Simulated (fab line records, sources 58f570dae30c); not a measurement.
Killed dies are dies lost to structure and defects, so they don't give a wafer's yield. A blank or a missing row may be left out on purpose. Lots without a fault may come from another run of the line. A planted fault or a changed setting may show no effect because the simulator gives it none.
Tool commonality check | flow berkeley_cmos170 | 15 lots, 45 wafers sampled

WHY IT WAS OPENED
At UCB170_NLDD_TW_MEAS_11 the reading NLDD_TW is flagged on 3 of 15 lots. Wafers without a fault read 2216, standard deviation 12.
Rule: a lot is flagged when every wafer of it that has a number lies more than 4 standard deviations from that mean, or none has a number. The other lots count as sound.

lot  | measured     | on            | NLDD_TW, wafer by wafer | flag
L367 | day 7 06:45  | film_metro-02 | 2225 2215 2207          |
L368 | day 7 07:07  | film_metro-04 | 2216 2202 2212          |
L366 | day 7 07:19  | film_metro-04 | 2207 2214 2206          |
L369 | day 7 18:01  | film_metro-02 | 2040 2022 2041          | FLAGGED
L373 | day 8 15:10  | film_metro-04 | 2044 2035 2044          | FLAGGED
L372 | day 8 15:32  | film_metro-04 | 2214 2209 2205          |
L375 | day 8 15:39  | film_metro-02 | 2026 2037 2024          | FLAGGED
L380 | day 9 14:49  | film_metro-04 | 2223 2216 2205          |
L377 | day 9 14:56  | film_metro-01 | 2239 2225 2233          |
L381 | day 9 22:40  | film_metro-04 | 2217 2217 2218          |
L383 | day 10 04:06 | film_metro-04 | 2193 2198 2194          |
L386 | day 10 21:46 | film_metro-01 | 2241 2246 2244          |
L385 | day 10 22:06 | film_metro-04 | 2220 2200 2205          |
L387 | day 11 06:19 | film_metro-04 | 2208 2227 2216          |
L388 | day 11 15:19 | film_metro-02 | 2211 2207 2213          |
The numbers of the flagged lots are 2035 on average: -181 against the usual, or -15 standard deviations.

WHICH TOOL RAN EACH LOT
The record holds 1 process step before the reading, out of a route of 331 steps. In each cell: the tool, then ch and the chambers that the sampled wafers went through, then the start.
lot  | flag    | UCB170_NLDD_IMPLANT_09
L367 |         | implanter-03 ch 0, day 7 06:30
L368 |         | implanter-04 ch 0, day 7 06:52
L366 |         | implanter-03 ch 0, day 7 07:06
L369 | FLAGGED | implanter-03 ch 0, day 7 17:46
L373 | FLAGGED | implanter-03 ch 0, day 8 14:55
L372 |         | implanter-01 ch 0, day 8 15:18
L375 | FLAGGED | implanter-03 ch 0, day 8 15:26
L380 |         | implanter-01 ch 0, day 9 14:34
L377 |         | implanter-04 ch 0, day 9 14:42
L381 |         | implanter-04 ch 0, day 9 22:26
L383 |         | implanter-01 ch 0, day 10 03:52
L386 |         | implanter-04 ch 0, day 10 21:31
L385 |         | implanter-01 ch 0, day 10 21:52
L387 |         | implanter-01 ch 0, day 11 05:59
L388 |         | implanter-01 ch 0, day 11 15:04
What these steps do:
- UCB170_NLDD_IMPLANT_09
- UCB170_NLDD_TW_MEAS_11

FLAGGED OVER TOTAL, TOOL BY TOOL (the gauges that took the reading come last)
step                   | tool          | lots run | flagged | share of the flagged lots | sound lots run after its first flagged lot
UCB170_NLDD_IMPLANT_09 | implanter-01  | 6        | 0       | none                      | -
UCB170_NLDD_IMPLANT_09 | implanter-03  | 5        | 3       | all                       | 0
UCB170_NLDD_IMPLANT_09 | implanter-04  | 4        | 0       | none                      | -
UCB170_NLDD_TW_MEAS_11 | film_metro-01 | 2        | 0       | none                      | -
UCB170_NLDD_TW_MEAS_11 | film_metro-02 | 4        | 2       | some                      | 1 (L388)
UCB170_NLDD_TW_MEAS_11 | film_metro-04 | 9        | 1       | some                      | 6 (L372,L380,L381,L383,L385,L387)

WHAT THE TABLE ALLOWS
1 row of the table ran every flagged lot: implanter-03 at UCB170_NLDD_IMPLANT_09.
- implanter-03 at UCB170_NLDD_IMPLANT_09: 3 of its 5 lots flagged. Its last sound lot is L366 (day 7 07:06), its first flagged lot L369 (day 7 17:46): a fault that began between those two fits. Its own readings lie more than 4 standard deviations out on every wafer of the flagged lots: dose_ions_cm2, faraday_current_uA.
One tool is left: implanter-03 at UCB170_NLDD_IMPLANT_09.

WHAT THE SIMULATOR HAD PUT IN
Process parameter drift: implanter-03, from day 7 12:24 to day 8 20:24, at UCB170_NLDD_IMPLANT_09. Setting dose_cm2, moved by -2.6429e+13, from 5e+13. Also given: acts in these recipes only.
Lots struck among those shown: L369, L373, L375. The rule above found the same.
